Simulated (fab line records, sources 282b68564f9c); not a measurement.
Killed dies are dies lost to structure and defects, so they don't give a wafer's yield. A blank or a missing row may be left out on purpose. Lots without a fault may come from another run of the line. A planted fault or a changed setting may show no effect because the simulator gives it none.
Which tool did it? | flow rit_cmos | 7 lots, 21 wafers sampled, at 2 steps of a route of 202

WHAT THE GAUGES READ, wafer by wafer
RIT_REOX_THK_MEAS_04.
lot  | measured    | on            | REOX_OXIDE_THK (nm)
L705 | day 2 23:50 | film_metro-02 | 25.6 25.7 25.6
L708 | day 3 12:42 | film_metro-02 | 24.7 25.1 25.0
L710 | day 3 22:04 | film_metro-01 | 26.0 26.4 26.3
L712 | day 4 09:50 | film_metro-02 | 25.9 26.0 25.8
L714 | day 4 18:22 | film_metro-01 | 28.2 28.2 27.9
L723 | day 6 19:05 | film_metro-04 | 25.4 25.9 25.1
L726 | day 7 05:50 | film_metro-01 | 25.1 24.9 24.6

WHICH TOOL RAN EACH LOT (tool, then ch and the chambers of the sampled wafers, then the start)
lot  | RIT_REOX_OXIDATION_03
L705 | furnace-02 ch 0, day 2 21:16
L708 | furnace-02 ch 0, day 3 10:08
L710 | furnace-04 ch 0, day 3 19:31
L712 | furnace-02 ch 0, day 4 07:17
L714 | furnace-04 ch 0, day 4 15:49
L723 | furnace-03 ch 0, day 6 16:31
L726 | furnace-03 ch 0, day 7 03:17
- RIT_REOX_OXIDATION_03: target thk 25.2 nm, ox time 5580 s.

THE ANSWER, worked out from the rows above alone
Rule: what is usual is taken from the lots themselves. Put in order of their means at a reading, lots are off if they are a third of the lots or fewer, leave a main group of 4 or more, and stand apart from it by a gap of 3 or more times the standard deviation of the main group's means; of several such gaps the widest counts. A main group whose means are all the same, to the digits that the tables above print for the reading, isn't used. A lot without any number at a reading at which 4 lots or more have one is off too. The other lots that the step has rows for count as sound.
Off: L714, at RIT_REOX_THK_MEAS_04 (REOX_OXIDE_THK). The main group: mean 25.5 nm, standard deviation 0.49.
A tool fits if, at a process step before that reading, it ran every lot that is off, and no sound lot after the first of them. The gauges at RIT_REOX_THK_MEAS_04 are tried like those tools. One fits: furnace-04 at RIT_REOX_OXIDATION_03. Its last sound lot is L710 (day 3 19:31), its first lot that is off L714 (day 4 15:49): a fault that began between those two fits.

WHAT THE SIMULATOR HAD PUT IN
Process parameter drift: furnace-04, from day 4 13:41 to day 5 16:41, at RIT_REOX_OXIDATION_03. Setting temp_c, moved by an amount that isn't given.
Lots struck among those shown: L714. The rule above found the same.
